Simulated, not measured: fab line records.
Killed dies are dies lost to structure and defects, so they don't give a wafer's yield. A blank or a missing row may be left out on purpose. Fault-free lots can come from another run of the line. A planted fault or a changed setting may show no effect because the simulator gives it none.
Which of the tools did it? ; flow rit-cmos ; Sampling: 14 lots, 42 wafers, 3 of 202 route steps

## WHAT THE GAUGES SHOWED, per wafer
RIT_ACTIVE_CD_MEAS_11 targets a cd of 1400 nm. Usual: cd-nm reads 1400.0 nm (standard deviation 2.2).
lot;measured;on;cd-nm (nm);flag
L117;day 2 01:11;cd-sem-02;1400.8 1398.8 1398.6;
L118;day 2 05:46;cd-sem-02;1403.1 1403.1 1402.9;
L119;day 2 11:25;cd-sem-01;1399.7 1400.5 1401.1;
L120;day 2 15:36;cd-sem-02;1399.5 1400.8 1400.1;
L121;day 2 21:13;cd-sem-02;1398.2 1397.2 1398.0;
L122;day 3 01:34;cd-sem-02;1398.1 1398.7 1398.1;
L123;day 3 06:28;cd-sem-01;1394.9 1392.8 1395.8;
L125;day 3 17:50;cd-sem-01;1404.1 1403.3 1404.1;
L130;day 4 19:02;cd-sem-02;1400.2 1401.7 1398.9;
L131;day 4 22:28;cd-sem-02;1401.3 1398.9 1398.0;
L132;day 5 04:32;cd-sem-02;1400.7 1399.4 1401.6;
L133;day 5 08:57;cd-sem-01;1399.6 1400.6 1401.8;
L136;day 5 23:26;cd-sem-02;1397.1 1396.1 1395.4;
L137;day 6 04:35;cd-sem-01;1398.1 1398.4 1398.0;

RIT_NRETRO_TW_MEAS_10. Usual: NRETRO_TW gives 1040 (standard deviation 14).
lot;measured;on;NRETRO_TW;flag
L117;day 2 17:07;film-metro-04;1046 1048 1041;
L118;day 2 21:28;film-metro-02;1035 1039 1036;
L119;day 3 03:22;film-metro-02;1038 1035 1040;
L120;day 3 06:34;film-metro-02;1041 1033 1038;
L121;day 3 12:29;film-metro-01;1026 1030 1024;
L122;day 3 17:50;film-metro-04;1062 1057 1055;
L123;day 4 00:03;film-metro-02;1036 1036 1037;
L125;day 4 11:19;film-metro-01;1026 1034 1032;
L130;day 5 13:33;film-metro-04;222 223 223;OFF
L131;day 5 16:00;film-metro-01;231 228 225;OFF
L132;day 5 20:51;film-metro-04;1062 1057 1056;
L133;day 6 01:46;film-metro-01;1026 1013 1024;
L136;day 6 14:19;film-metro-02;1049 1053 1045;
L137;day 6 20:54;film-metro-01;1018 1018 1021;

## EACH LOT AND THE TOOL THAT RAN IT (in order: tool; ch and the chambers of the sampled wafers; start)
lot;RIT_NRETRO_DEVELOP_05
L117;litho-track-02 ch 0, day 2 16:00
L118;litho-track-04 ch 0, day 2 20:00
L119;litho-track-03 ch 0, day 3 02:00
L120;litho-track-03 ch 0, day 3 05:00
L121;litho-track-02 ch 0, day 3 11:00
L122;litho-track-04 ch 0, day 3 17:00
L123;litho-track-04 ch 0, day 3 23:00
L125;litho-track-03 ch 0, day 4 10:00
L130;litho-track-02 ch 0, day 5 12:00
L131;litho-track-02 ch 0, day 5 15:00
L132;litho-track-03 ch 0, day 5 20:00
L133;litho-track-04 ch 0, day 6 01:00
L136;litho-track-04 ch 0, day 6 13:00
L137;litho-track-04 ch 0, day 6 20:00
- RIT_NRETRO_DEVELOP_05: develop time 68 s.

## AS READ BY THE TOOLS THEMSELVES (means over the sampled wafers that have a number; for cases with no such wafer, the mark the record gives instead)
RIT_NRETRO_DEVELOP_05. Usual: developer-temp-C reads 23.00 C (standard deviation 0.1).
lot;tool;developer-temp-C (C);flag
L117;litho-track-02;22.94;
L118;litho-track-04;22.85;
L119;litho-track-03;23.09;
L120;litho-track-03;23.04;
L121;litho-track-02;22.87;
L122;litho-track-04;22.97;
L123;litho-track-04;22.89;
L125;litho-track-03;23.10;
L130;litho-track-02;23.00;
L131;litho-track-02;23.03;
L132;litho-track-03;23.13;
L133;litho-track-04;22.86;
L136;litho-track-04;23.00;
L137;litho-track-04;23.01;

## THE ANSWER, worked out from the rows above alone
Rule: lot off if the mean of its wafers having a number is beyond 3 standard deviations from the usual mean. Also off: a lot with no number at a reading for which 4 or more lots have one. Any other lot the step has rows for is counted as sound. First the gauges in route order, then the tools' own readings, where a lot's mean is used as printed above. The first step at which some lot is off is used, and at that step the reading that is off furthest; a lot without a number counts as furthest.
Off: L130, L131, seen at RIT_NRETRO_TW_MEAS_10 (NRETRO_TW).
A tool fits if, at a process step before that reading, it ran every lot that is off, and no sound lot after the first of them. The gauges at RIT_NRETRO_TW_MEAS_10 are tried like those tools. One candidate fits, namely litho-track-02 at RIT_NRETRO_DEVELOP_05. A fault onset in the window from L121 (day 3 11:00, its last sound lot) to L130 (day 5 12:00, its first lot off) fits.

## WHAT WAS PUT IN BY THE SIMULATOR
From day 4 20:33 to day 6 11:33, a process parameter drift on litho-track-02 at RIT_NRETRO_DEVELOP_05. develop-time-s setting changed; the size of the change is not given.
Struck lots among those shown: L130, L131. The rule given above showed the same thing.
